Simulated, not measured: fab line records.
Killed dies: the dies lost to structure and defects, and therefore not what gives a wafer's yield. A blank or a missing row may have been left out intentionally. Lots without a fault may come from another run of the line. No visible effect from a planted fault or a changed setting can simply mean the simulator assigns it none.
fab line records    flow berkeley-cmos170
record lots=6  wafers=18  last-day=11
route steps=331 shown M2@277 V2@292
lots that met no fault: taken from a fault-free run of the same line
start-h: hours from the record's first day to the start of the lot's first wafer shown    wait-h: hours from the lot's prior step to this one    " the same as in the row above    L1.1+2: one row covering several wafers at once    - no value present, or no start provided    * or withheld: withheld    < > ~ a bound
route shown NAME@n: names a module that has steps shown in the file, with the first one's number in the route    usual: average and standard deviation across the fault-free wafers    same: alike in all rows    chamber/n: place in a boat    sites: readings site by site    _std_site: the values' standard deviation    _edge_site: inner sites' mean taken away from outer sites' mean    radius-mm: how far each site lies from the wafer's centre    mask NAME#n: copy n    behind: the tool/chamber that last shaped the wafer    hold: cause of the lot's hold/its duration in hours/its outcome    device: which transistor (n, p or np) failed to switch    end of line: the tests these same wafers got at the end of their route    a step with no rows: only its recipe    killed: not the wafer's yield, but the dies lost to structure and defects at the first sort    map: per-die view of a wafer (x killed, . not killed, _ where there is no die)
set.NAME: setting as actually run; set.NAME@STEP: the setting as run at that earlier step    model.NAME: the simulator's own value behind a step, which no gauge read
lots seen at some steps along the route; tables by step, rows by wafer
services: when a tool's chamber went out of use (start-h, in hours from the record's first day, below 0 if earlier), for how many hours, and the reason
## steps
# step UCB170_M2_SOFTBAKE_06
# recipe resist=KrF  temp-c=130  time-s=60
# step UCB170_M2_STRIP_07
# recipe chemistry=O2  power-w=400  pressure-mtorr=3500  platen-temp-c=withheld  o2-flow-sccm=400  overash-fraction=0.5
# usual chamber-pressure-mTorr=3501/3.3  drypump-motor-current-A=5.60/0.27  oes-product-au=0.734/0.0049  strip-time-to-endpoint-s=21.96/0.062
lot.wafer  tool             chamber  start-h  wait-h  chamber-pressure-mTorr  drypump-motor-current-A  oes-product-au  rf-hours-counter-h  strip-time-to-endpoint-s
L632.3     plasma-asher-03  1        167.63   0.1     3500                    5.53                     0.733           -                   21.96
L632.4     "                0        "        "       3496                    5.84                     0.731           -                   21.94
L632.5     "                1        "        "       3497                    5.52                     0.735           -                   21.98
L635.1     plasma-asher-01  0        177.61   0.1     3507                    5.03                     0.746           6                   22.02
L635.2     "                1        "        "       3496                    5.57                     0.730           6                   22.00
L635.5     "                1        "        "       3506                    5.58                     0.729           -                   22.00
L630.1     plasma-asher-03  0        186.14   0.1     3502                    5.79                     0.733           43                  21.91
L630.3     "                1        "        "       3504                    5.56                     0.744           -                   21.91
L630.5     "                0        "        "       3498                    5.82                     0.739           -                   21.91
L640.4     plasma-asher-03  1        203.85   0.1     3499                    5.57                     0.737           -                   21.97
L640.5     "                1        "        "       3492                    5.54                     0.728           -                   21.94
L640.6     "                0        "        "       3501                    5.79                     0.736           -                   22.02
L649.3     plasma-asher-03  1        244.97   0.1     3502                    5.51                     0.741           -                   22.06
L649.5     "                1        "        "       3500                    5.53                     0.740           -                   22.06
L649.6     "                0        "        "       3505                    5.80                     0.728           -                   22.08
L647.1     plasma-asher-01  1        245.95   0.1     3499                    5.57                     0.741           11                  21.90
L647.3     "                1        "        "       3501                    5.58                     0.728           -                   21.83
L647.5     "                1        "        "       3501                    5.57                     0.730           -                   21.84
# step UCB170_M2_STRIP_08
# recipe chemistry=DMSO  temp-c=80  time-s=600  material=KrF
# step UCB170_M2_COAT_09
# recipe resist=BARC  temp-c=withheld  time-s=withheld  spin-rpm=3000  resist-thk-nm=withheld
# step UCB170_M2_COAT_10
# recipe resist=KrF  spin-rpm=1500  resist-thk-nm=900
# step UCB170_M2_SOFTBAKE_11
# recipe resist=KrF  temp-c=130  time-s=60
# step UCB170_M2_EXPOSE_12
# recipe mask-id=METAL2  target-cd-nm=700  na=0.5  sigma-outer=0.6  source-shape=conventional  dose-mj=26
# step UCB170_M2_PEB_13
# recipe peb-temp-c=130  peb-time-s=withheld  resist=KrF
# step UCB170_M2_DEVELOP_14
# recipe developer=TMAH  develop-time-s=45  resist=KrF  dev-temp-c=21
# step UCB170_M2_CD_MEAS_15
# recipe target-cd-nm=700
# usual cd-nm=700.0/1.2
lot.wafer  tool       chamber  start-h  wait-h  cd-nm
L632.3     cd-sem-01  -        169.09   -       701.1
L632.4     "          -        "        "       700.7
L632.5     "          -        "        "       700.0
L635.1     cd-sem-02  -        179.26   -       702.0
L635.2     "          -        "        "       700.6
L635.5     "          -        "        "       700.0
L630.1     cd-sem-01  -        187.41   -       700.1
L630.3     "          -        "        "       699.7
L630.5     "          -        "        "       700.1
L640.4     cd-sem-01  -        205.16   -       699.5
L640.5     "          -        "        "       699.7
L640.6     "          -        "        "       699.4
L649.3     cd-sem-02  -        246.29   -       700.4
L649.5     "          -        "        "       700.4
L649.6     "          -        "        "       699.1
L647.1     cd-sem-01  -        247.50   -       700.6
L647.3     "          -        "        "       700.3
L647.5     "          -        "        "       700.6
# step UCB170_M2_OVL_MEAS_16
# usual M2_OVL=0/5.9
lot.wafer  tool        chamber  start-h  wait-h  M2_OVL[nm]
L632.3     overlay-02  -        169.18   0.1     -4
L632.4     "           -        "        "       -7
L632.5     "           -        "        "       -5
L635.1     overlay-01  -        179.38   0.1     -14
L635.2     "           -        "        "       -6
L635.5     "           -        "        "       -14
L630.1     overlay-02  -        187.53   0.1     -4
L630.3     "           -        "        "       -6
L630.5     "           -        "        "       -4
L640.4     overlay-02  -        205.24   0.1     14
L640.5     "           -        "        "       1
L640.6     "           -        "        "       7
L649.3     overlay-02  -        246.39   0.1     7
L649.5     "           -        "        "       10
L649.6     "           -        "        "       1
L647.1     overlay-02  -        247.62   0.1     1
L647.3     "           -        "        "       9
L647.5     "           -        "        "       0
# step UCB170_M2_ETCH_17
# recipe chemistry=N2/H2  target-depth-a=withheld  overetch-a=withheld  target=BARC  time-s=withheld  source-w=500  bias-w=100  pressure-mtorr=30  n2-flow-sccm=100  h2-flow-sccm=200
# usual bias-w=100.03/0.28  chamber-pressure-mTorr=29.999/0.026  drypump-motor-current-A=5.9/0.51  n2-flow-sccm=100.01/0.29  oes-product-au=0.990/0.023  throttle-valve-pct=13.30/0.19
lot.wafer  tool         chamber  start-h  wait-h  bias-w  chamber-pressure-mTorr  drypump-motor-current-A  n2-flow-sccm  oes-product-au  throttle-valve-pct
L632.3     rie-diel-02  1        169.20   0.0     100.05  29.956                  5.9                      100.26        0.996           13.30
L632.4     "            0        "        "       99.49   30.033                  4.7                      99.74         0.964           13.62
L632.5     "            2        "        "       99.97   29.971                  6.6                      100.46        0.981           13.38
L635.1     rie-diel-01  1        179.42   0.0     99.97   30.003                  5.6                      99.85         0.962           13.26
L635.2     "            2        "        "       100.03  30.021                  6.7                      100.27        1.021           13.34
L635.5     "            2        "        "       99.47   30.011                  6.7                      100.01        1.020           13.35
L630.1     rie-diel-01  1        187.57   0.0     100.49  30.066                  5.6                      99.91         0.969           13.26
L630.3     "            3        "        "       100.08  30.015                  5.8                      99.80         0.954           13.23
L630.5     "            2        "        "       100.30  29.965                  6.7                      100.18        1.032           13.34
L640.4     rie-diel-02  0        205.26   0.0     100.17  30.013                  4.7                      99.88         0.973           13.61
L640.5     "            3        "        "       100.00  30.012                  6.0                      99.79         0.998           13.49
L640.6     "            2        "        "       100.22  29.963                  6.4                      100.28        0.990           13.39
L649.3     rie-diel-02  2        246.41   0.0     100.05  29.963                  6.5                      99.67         0.972           13.38
L649.5     "            2        "        "       100.12  29.988                  6.5                      99.54         0.985           13.38
L649.6     "            3        "        "       99.98   30.016                  5.9                      99.85         0.976           13.50
L647.1     rie-diel-03  2        247.66   0.0     100.06  29.983                  5.8                      100.23        1.020           13.14
L647.3     "            1        "        "       99.65   29.986                  6.3                      100.22        1.023           13.59
L647.5     "            3        "        "       100.01  29.938                  6.2                      99.82         1.005           12.97
# step UCB170_M2_METAL_ETCH_18
# recipe chemistry=Cl2/BCl3  target=Al  stop-on=SiO2  pressure-mtorr=12  target-depth-a=11700  over-etch-frac=0.3  time-s=201.3  icp-w=600  bias-w=120  Cl2_flow_sccm=90  bcl3-flow-sccm=45
# usual bias-w=119.86/0.26  chamber-pressure-mTorr=12.000/0.012  drypump-motor-current-A=5.8/0.48  oes-product-au=0.849/0.012  throttle-valve-pct=24.40/0.22
lot.wafer  tool          chamber  start-h  wait-h  bias-w  chamber-pressure-mTorr  drypump-motor-current-A  oes-product-au  rf-hours-counter-h  throttle-valve-pct  model.KrF_of_M2_COAT_10.thk-nm  model.M2.feature-depth-nm  model.etch.depth-nm
L632.3     rie-metal-03  0        169.31   -       -       11.978                  6.2                      0.852           -                   24.30               188.2                           947.6                      889.3
L632.4     "             1        "        "       -       12.018                  5.2                      0.837           -                   24.06               200                             946                        888.8
L632.5     "             1        "        "       -       12.011                  5.2                      0.848           -                   24.07               203.7                           953                        895.8
L635.1     rie-metal-04  0        179.46   -       119.29  11.967                  6.3                      0.875           12                  24.45               155.3                           978.5                      917.5
L635.2     "             1        "        "       120.12  11.992                  5.3                      0.827           1                   24.61               177.6                           965.2                      906
L635.5     "             1        "        "       120.01  12.008                  5.3                      0.833           -                   24.59               180.3                           971.4                      912.3
L630.1     rie-metal-03  1        187.61   -       -       12.000                  5.2                      0.851           2                   24.06               192                             971.2                      913.7
L630.3     "             0        "        "       -       11.997                  6.2                      0.860           -                   24.30               182.9                           963.1                      904.7
L630.5     "             0        "        "       -       12.001                  6.2                      0.861           -                   24.28               184.8                           966.4                      907.9
L640.4     rie-metal-01  1        205.37   -       -       12.014                  6.0                      0.840           -                   24.42               185.1                           969                        910.2
L640.5     "             0        "        "       -       11.977                  6.4                      0.845           -                   24.69               197.3                           960.5                      902.4
L640.6     "             1        "        "       -       12.004                  6.0                      0.840           -                   24.44               191.7                           962.7                      904.1
L649.3     rie-metal-03  0        246.52   -       -       11.997                  6.2                      0.779           -                   24.33               445.5                           768.8                      768.8
L649.5     "             0        "        "       -       11.982                  6.2                      0.784           -                   24.33               442.1                           772.4                      772.4
L649.6     "             1        "        "       -       11.998                  5.2                      0.848           -                   24.06               203                             964.6                      907.4
L647.1     rie-metal-03  0        247.70   -       -       11.994                  6.2                      0.778           11                  24.32               440.3                           781.6                      781.6
L647.3     "             0        "        "       -       12.017                  6.2                      0.790           -                   24.32               437.5                           781.8                      781.8
L647.5     "             0        "        "       -       11.986                  6.2                      0.782           -                   24.31               441.5                           777.6                      777.6
# step UCB170_M2_STRIP_19
# recipe chemistry=O2  power-w=400  pressure-mtorr=3500  platen-temp-c=withheld  o2-flow-sccm=400  overash-fraction=0.5
# usual chamber-pressure-mTorr=3500/3.2  drypump-motor-current-A=5.64/0.24  oes-product-au=0.517/0.013
lot.wafer  tool             chamber  start-h  wait-h  chamber-pressure-mTorr  drypump-motor-current-A  oes-product-au  rf-hours-counter-h
L632.3     plasma-asher-03  0        169.46   0.1     3507                    5.81                     0.514           -
L632.4     "                1        "        "       3503                    5.51                     0.536           -
L632.5     "                1        "        "       3499                    5.55                     0.532           -
L635.1     plasma-asher-03  1        179.71   0.2     3501                    5.54                     0.482           42
L635.2     "                0        "        "       3503                    5.83                     0.515           42
L635.5     "                0        "        "       3496                    5.80                     0.516           -
L630.1     plasma-asher-03  0        187.80   0.1     3502                    5.81                     0.528           43
L630.3     "                0        "        "       3498                    5.81                     0.518           -
L630.5     "                0        "        "       3501                    5.81                     0.522           -
L640.4     plasma-asher-02  0        205.52   0.1     3504                    5.89                     0.516           -
L640.5     "                1        "        "       3501                    5.80                     0.527           -
L640.6     "                0        "        "       3499                    5.90                     0.531           -
L649.3     plasma-asher-02  0        246.67   0.1     3500                    5.90                     0.723           -
L649.5     "                1        "        "       3496                    5.79                     0.725           -
L649.6     "                0        "        "       3497                    5.90                     0.533           -
L647.1     plasma-asher-03  0        247.89   0.1     3501                    5.82                     0.720           51
L647.3     "                0        "        "       3505                    5.83                     0.723           -
L647.5     "                1        "        "       3497                    5.51                     0.719           -
# step UCB170_M2_CD_MEAS_90
# recipe target-cd-nm=700
# usual cd-nm=697.8/2.7
lot.wafer  tool       chamber  start-h  wait-h  cd-nm
L632.3     cd-sem-01  -        169.57   0.1     698.4
L632.4     "          -        "        "       700.8
L632.5     "          -        "        "       700.2
L635.1     cd-sem-01  -        179.81   0.1     700.2
L635.2     "          -        "        "       695.5
L635.5     "          -        "        "       696.0
L630.1     cd-sem-02  -        187.90   0.1     698.2
L630.3     "          -        "        "       697.6
L630.5     "          -        "        "       697.4
L640.4     cd-sem-02  -        205.65   0.1     699.2
L640.5     "          -        "        "       698.8
L640.6     "          -        "        "       696.9
L649.3     cd-sem-02  -        246.78   0.1     716.1
L649.5     "          -        "        "       712.4
L649.6     "          -        "        "       697.5
L647.1     cd-sem-01  -        247.99   0.1     715.8
L647.3     "          -        "        "       715.8
L647.5     "          -        "        "       716.1
# step UCB170_V2_CVD_00
# recipe material=SiO2  target-thk-nm=2000  temp-c=390  precursor=TEOS/O2  time-s=250  rf-w=550  pressure-mtorr=9000
# usual heater-power-w=253/50
lot.wafer  tool      chamber  start-h  wait-h  heater-power-w
L632.3     pecvd-01  0        169.65   0.1     220
L632.4     "         0        "        "       264
L632.5     "         2        "        "       256
L635.1     pecvd-04  0        179.93   0.1     221
L635.2     "         1        "        "       304
L635.5     "         2        "        "       306
L630.1     pecvd-01  0        188.02   0.1     258
L630.3     "         1        "        "       285
L630.5     "         0        "        "       178
L640.4     pecvd-01  0        205.79   0.1     174
L640.5     "         2        "        "       340
L640.6     "         1        "        "       196
L649.6     pecvd-04  2        246.94   0.1     223
## services
tool             chamber  start-h  hours  kind
pecvd-01         0        149.50   -      clean
pecvd-01         1        149.50   -      clean
pecvd-01         2        149.50   -      clean
rie-metal-04     1        157.58   2.4    repair
pecvd-04         -        166.70   0.4    repair
pecvd-01         -        170.53   0.4    repair
plasma-asher-01  -        178.09   28.1   pm
rie-diel-02      0        185.16   11.5   repair
rie-diel-03      3        214.78   3.2    repair
rie-diel-01      0        240.30   5.3    repair
rie-diel-02      -        241.98   0.2    repair
plasma-asher-02  -        243.09   3.5    repair
## key
first-sign step=UCB170_M2_METAL_ETCH_18  reading=oes-product-au  direction=down  sigmas=5.6  usual=0.849  struck=0.783
effect step=UCB170_M2_STRIP_19  reading=oes-product-au  direction=up  sigmas=15  usual=0.517  struck=0.722
effect step=UCB170_M2_CD_MEAS_90  reading=cd-nm  direction=up  sigmas=6.5  usual=697.8  struck=715.3
model-effect step=UCB170_M2_METAL_ETCH_18  value=KrF_of_M2_COAT_10.thk-nm  without=185.7  struck=441.4
met-at UCB170_M2_METAL_ETCH_18
struck-wafers L647.1,L647.3,L647.5,L649.3,L649.5
later-rows-left-out L647.1,L647.3,L647.5,L649.3,L649.5
sort-left-out L647.1,L647.3,L647.5,L649.3,L649.5
onset-between 187.61 246.52
fault kind=process-parameter-drift  tool=rie-metal-03  chamber=0  onset-h=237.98  steps=UCB170_M2_METAL_ETCH_18  channel=icp-w  offset=-240  shape=step  end-h=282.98  acts-in=these-recipes-only  stated=600
# sort-left-out: the simulated sort isn't trusted on such a fault, so these wafers' sort isn't shown, and their yield isn't known
# later-rows-left-out: the simulator's readings of these wafers behind a module that went badly wrong aren't trusted and aren't shown, but for the sort
